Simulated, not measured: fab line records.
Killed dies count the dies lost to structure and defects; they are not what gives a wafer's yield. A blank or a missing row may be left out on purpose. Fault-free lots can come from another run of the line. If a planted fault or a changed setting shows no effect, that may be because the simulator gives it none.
Which tool did it? + flow rit cmos + 13 lots, 39 wafers sampled, at 3 steps of a route of 202

## WHAT THE GAUGES SHOWED, per wafer
RIT_ACTIVE_CD_MEAS_11: target cd 1400 nm.
| lot  | measured    | on        | cd nm (nm)           |
|------|-------------|-----------|----------------------|
| L612 | day 1 15:58 | cd sem-01 | 1403.3 1403.8 1401.0 |
| L613 | day 1 19:34 | cd sem-02 | 1400.7 1402.1 1399.8 |
| L614 | day 2 01:38 | cd sem-01 | 1400.8 1402.5 1401.3 |
| L616 | day 2 12:48 | cd sem-02 | 1399.5 1396.0 1397.1 |
| L617 | day 2 17:09 | cd sem-02 | 1398.7 1399.2 1400.4 |
| L618 | day 2 21:09 | cd sem-01 | 1403.3 1403.9 1403.7 |
| L622 | day 3 17:35 | cd sem-02 | 1403.8 1402.8 1404.3 |
| L624 | day 4 04:05 | cd sem-01 | 1399.5 1399.1 1399.6 |
| L627 | day 4 19:10 | cd sem-01 | 1402.2 1401.1 1400.0 |
| L631 | day 5 14:49 | cd sem-02 | 1397.2 1397.5 1396.4 |
| L632 | day 5 18:52 | cd sem-02 | 1398.9 1398.8 1401.1 |
| L633 | day 6 00:16 | cd sem-02 | 1398.3 1399.7 1400.1 |
| L635 | day 6 10:28 | cd sem-01 | 1399.0 1401.2 1399.8 |

RIT_GATE_THK_MEAS_09.
| lot  | measured    | on            | GATE_POLY_THK (nm) |
|------|-------------|---------------|--------------------|
| L612 | day 2 16:07 | film metro-01 | 248.2 248.1 249.8  |
| L613 | day 2 19:02 | film metro-04 | 250.3 249.5 248.5  |
| L614 | day 3 06:27 | film metro-01 | 256.5 252.1 253.7  |
| L616 | day 3 17:05 | film metro-01 | 251.1 252.4 249.9  |
| L617 | day 3 21:17 | film metro-04 | 250.9 252.8 249.4  |
| L618 | day 4 05:14 | film metro-04 | 256.2 254.6 255.3  |
| L622 | day 4 20:29 | film metro-02 | 254.4 254.9 255.0  |
| L624 | day 5 04:22 | film metro-01 | 251.6 252.5 251.1  |
| L627 | day 5 19:14 | film metro-02 | 25.3 23.1 21.6     |
| L631 | day 6 12:58 | film metro-04 | 253.9 256.4 255.6  |
| L632 | day 6 19:17 | film metro-04 | 253.8 253.7 253.3  |
| L633 | day 7 00:47 | film metro-04 | 256.1 254.7 257.0  |
| L635 | day 7 07:28 | film metro-01 | 250.4 247.0 249.0  |

## WHICH TOOL RAN EACH LOT (tool, then ch and the chambers of the sampled wafers, then the start)
| lot  | RIT_GATE_CVD_08            |
|------|----------------------------|
| L612 | lpcvd-01 ch 1, day 2 14:30 |
| L613 | lpcvd-01 ch 0, day 2 17:25 |
| L614 | lpcvd-02 ch 1, day 3 04:50 |
| L616 | lpcvd-01 ch 1, day 3 15:28 |
| L617 | lpcvd-01 ch 0, day 3 19:40 |
| L618 | lpcvd-02 ch 0, day 4 03:38 |
| L622 | lpcvd-02 ch 1, day 4 18:50 |
| L624 | lpcvd-02 ch 0, day 5 02:45 |
| L627 | lpcvd-01 ch 1, day 5 17:36 |
| L631 | lpcvd-02 ch 0, day 6 11:20 |
| L632 | lpcvd-02 ch 1, day 6 17:40 |
| L633 | lpcvd-02 ch 0, day 6 23:10 |
| L635 | lpcvd-02 ch 0, day 7 05:50 |
- RIT_GATE_CVD_08: deposits poly-Si from SiH4, target thk 250 nm, time 2220 s.

## AS READ BY THE TOOLS THEMSELVES (means over the sampled wafers that have a number; for cases with no such wafer, the mark the record gives instead)
RIT_GATE_CVD_08.
| lot  | tool     | spike tc centre C (C) | spike tc load C (C) | spike tc source C (C) | susceptor temp C (C) | zone power centre pct (%) | zone power source pct (%) |
|------|----------|-----------------------|---------------------|-----------------------|----------------------|---------------------------|---------------------------|
| L612 | lpcvd-01 | 610.3                 | 630.5               | 631.1                 | 610.0                | 26.0                      | 9.2                       |
| L613 | lpcvd-01 | 613.0                 | 630.4               | 628.0                 | 609.8                | 26.2                      | 10.0                      |
| L614 | lpcvd-02 | 612.4                 | 636.6               | 629.3                 | 610.4                | 27.1                      | 10.0                      |
| L616 | lpcvd-01 | 610.1                 | 630.8               | 631.2                 | 610.1                | 25.9                      | 9.1                       |
| L617 | lpcvd-01 | 613.7                 | 631.6               | 629.4                 | 609.8                | 26.2                      | 10.1                      |
| L618 | lpcvd-02 | 612.5                 | 633.3               | 628.6                 | 610.1                | 27.0                      | 11.4                      |
| L622 | lpcvd-02 | 612.7                 | 635.6               | 628.1                 | 610.0                | 26.9                      | 10.0                      |
| L624 | lpcvd-02 | 612.2                 | 632.2               | 625.0                 | 610.1                | 27.1                      | 11.2                      |
| L627 | lpcvd-01 | 521.6                 | 537.9               | 540.2                 | 520.0                | 21.7                      | 6.8                       |
| L631 | lpcvd-02 | 612.7                 | 633.2               | 626.3                 | 610.1                | 27.3                      | 11.4                      |
| L632 | lpcvd-02 | 613.2                 | 636.7               | 629.0                 | 610.1                | 27.1                      | 10.0                      |
| L633 | lpcvd-02 | 612.2                 | 633.1               | 625.8                 | 609.4                | 27.2                      | 11.3                      |
| L635 | lpcvd-02 | 612.1                 | 632.4               | 625.9                 | 610.6                | 27.5                      | 11.3                      |

## THE ANSWER, worked out from the rows above alone
Rule: what is usual is taken from the lots themselves. Put in order of their means at a reading, lots are off if they are a third of the lots or fewer, leave a main group of 4 or more, and stand apart from it by a gap of 3 or more times the standard deviation of the main group's means; of several such gaps the widest counts. If all means in a main group match to the digits the tables above print for the reading, that group is not used. Also off: a lot with no number at a reading for which 4 or more lots have one. Any other lot the step has rows for is counted as sound. First the gauges in route order, then the tools' own readings, where a lot's mean is used as printed above. The first step at which some lot is off is used, and at that step the reading that is off furthest; a lot without a number counts as furthest.
Off: at RIT_GATE_THK_MEAS_09 (GATE_POLY_THK), L627. The main group: mean 252.5 nm, standard deviation 2.6.
A tool fits if, at a process step before that reading, it ran every lot that is off, and no sound lot after the first of them. Not tried: the gauges at RIT_GATE_THK_MEAS_09; whatever is off there is also off at RIT_GATE_CVD_08, on other tools, and gauge error can't account for it. One candidate fits, namely lpcvd-01 at RIT_GATE_CVD_08. A fault onset in the window from L617 (day 3 19:40, its last sound lot) to L627 (day 5 17:36, its first lot off) fits.
The tool's own readings at RIT_GATE_CVD_08 bear it out: on the lots that are off they differ by more than 5 times the standard deviation of the sound lots' means. spike tc centre C reads 521.6 C there against 612.3 C on the sound lots; spike tc load C reads 537.9 C there against 633.0 C on the sound lots; spike tc source C reads 540.2 C there against 628.1 C on the sound lots; susceptor temp C reads 520.0 C there against 610.0 C on the sound lots; zone power centre pct reads 21.7 % there against 26.8 % on the sound lots.

## WHAT WAS PUT IN BY THE SIMULATOR
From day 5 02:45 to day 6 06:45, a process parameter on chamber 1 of lpcvd-01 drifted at RIT_GATE_CVD_08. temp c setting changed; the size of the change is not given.
Lots struck among those shown: L627. The rule given above showed the same thing.
